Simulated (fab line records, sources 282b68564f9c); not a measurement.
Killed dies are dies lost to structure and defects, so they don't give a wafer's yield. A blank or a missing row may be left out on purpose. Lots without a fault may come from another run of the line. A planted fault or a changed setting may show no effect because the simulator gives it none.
Problem report in the 8D (eight disciplines) form, filled by code | flow rit_cmos | the parts of the form that need people (team, actions taken, sign-off) are left out

1. THE PROBLEM
spin_speed_rpm at RIT_M1_COAT_04 reads a mean of 1868.3 rpm on 6 wafers of 2 lots; wafers without a fault read 1999.9 rpm with a standard deviation of 1.3. That is -99 or more standard deviations from the usual mean.
The step: resist thk 1300 nm.
First seen on wafer L476.1, day 5 02:35, on litho_track-02. The record holds 42 wafers of 14 lots with a number at this step. Rule for "out", or "out of limits": more than 4 standard deviations from the usual mean. The other wafers with a number count as sound.

2. WHAT IT IS AND WHAT IT IS NOT
question                    | is                     | is not
which readings at this step | spin_speed_rpm         | -
which lots                  | L476, L480             | L467, L468, L469, L470, L471, L472, L473, L474, L475, L478, L486, L488
which wafers of those lots  | all that have a number | -
read on which tools         | litho_track-02         | litho_track-01, litho_track-03
when                        | from day 5 02:35       | up to then (27 sound wafers); but 9 sound wafers of L478, L486, L488 came after

3. SUSPECTS, AND WHAT RULES EACH OUT
Counting: a tool at a process step up to the reading stays a suspect if it ran every lot that is out and no sound lot after the first of them.
- litho_track-02 at RIT_M1_COAT_04 (resist thk 1300 nm): kept. It ran every lot that is out, first L476 (day 5 02:35), and no sound lot after that; its last sound lot up to then is L474 (day 4 20:20). Its own readings are out on those wafers: spin_speed_rpm.
Left after counting: litho_track-02 at RIT_M1_COAT_04.

4. THE CAUSE (what the simulator had put in)
Process parameter drift: litho_track-02, from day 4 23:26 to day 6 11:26, at RIT_M1_COAT_04. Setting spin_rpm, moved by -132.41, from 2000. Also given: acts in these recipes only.
Counting left only this tool.

5. THE CHAIN OF EFFECTS, in route order
Each row: a reading whose mean over the struck wafers that have a number lies more than 3 standard deviations from the usual. Only readings for which the record gives a usual standard deviation are gone through. hours: the time from each lot's start at the first step in this table that gives one to its start at this step, as a median over the lots. sigmas: the change in usual standard deviations.
hours | step           | reading        | usual      | on struck wafers | change | sigmas
0     | RIT_M1_COAT_04 | spin_speed_rpm | 1999.9 rpm | 1868.3           | -131.6 | -99 or more
The process steps in it:
- RIT_M1_COAT_04: resist thk 1300 nm.

6. WHAT WOULD HAVE CAUGHT IT SOONER
In this record the first reading out of limits was taken at day 5 02:35, 3 hours after the fault began at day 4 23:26.
